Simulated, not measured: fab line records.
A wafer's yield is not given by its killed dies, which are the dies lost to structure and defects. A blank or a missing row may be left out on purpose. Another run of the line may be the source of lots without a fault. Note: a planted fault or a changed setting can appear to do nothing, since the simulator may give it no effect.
What tool caused it? | flow berkeley_cmos170 | 21 wafers from 7 lots sampled at 2 of the route's 331 steps

== WHAT THE GAUGES READ, wafer by wafer ==
UCB170_SILICIDE_RS_MEAS_02: a four-point-probe measurement.
lot  | measured     | on            | SILICIDE_TI_RS (ohm/sq)
L419 | day 8 15:19  | film_metro-03 | 25.2 25.4 25.8
L423 | day 9 10:10  | film_metro-01 | 25.9 25.7 26.4
L430 | day 11 01:14 | film_metro-01 | 25.8 25.7 25.7
L433 | day 11 06:45 | film_metro-01 | 26.2 26.4 26.2
L435 | day 12 10:27 | film_metro-03 | 26.1 26.1 26.0
L437 | day 12 09:25 | film_metro-04 | 25.9 26.1 25.9
L440 | day 12 12:23 | film_metro-01 | 25.8 26.1 25.9

== WHICH TOOL RAN EACH LOT (tool, then ch and the chambers of the sampled wafers, then the start) ==
lot  | UCB170_FIELD_OXIDATION_01
L419 | furnace-04 ch 0, day 5 14:05
L423 | furnace-01 ch 0, day 6 10:58
L430 | furnace-04 ch 0, day 7 22:17
L433 | furnace-02 ch 0, day 8 23:31
L435 | furnace-01 ch 0, day 9 12:07
L437 | furnace-01 ch 0, day 9 12:07
L440 | furnace-04 ch 0, day 9 20:15
- UCB170_FIELD_OXIDATION_01: target thk 558.3 nm, ox time 7200 s.

== THE ANSWER, worked out from the rows above alone ==
Rule: the lots themselves supply what counts as usual. Put in order of their means at a reading, lots are off if they are a third of the lots or fewer, leave a main group of 4 or more, and stand apart from it by a gap of 3 or more times the standard deviation of the main group's means; of several such gaps the widest counts. The tables above print the reading to a certain number of digits; a main group whose means all agree to those digits is not used. Also off: a lot with no number at a reading for which 4 or more lots have one. All remaining lots with rows at the step are treated as sound.
No lot is off on any of the readings shown, so nothing can be concluded from this.

== WHAT THE SIMULATOR HAD INSERTED ==
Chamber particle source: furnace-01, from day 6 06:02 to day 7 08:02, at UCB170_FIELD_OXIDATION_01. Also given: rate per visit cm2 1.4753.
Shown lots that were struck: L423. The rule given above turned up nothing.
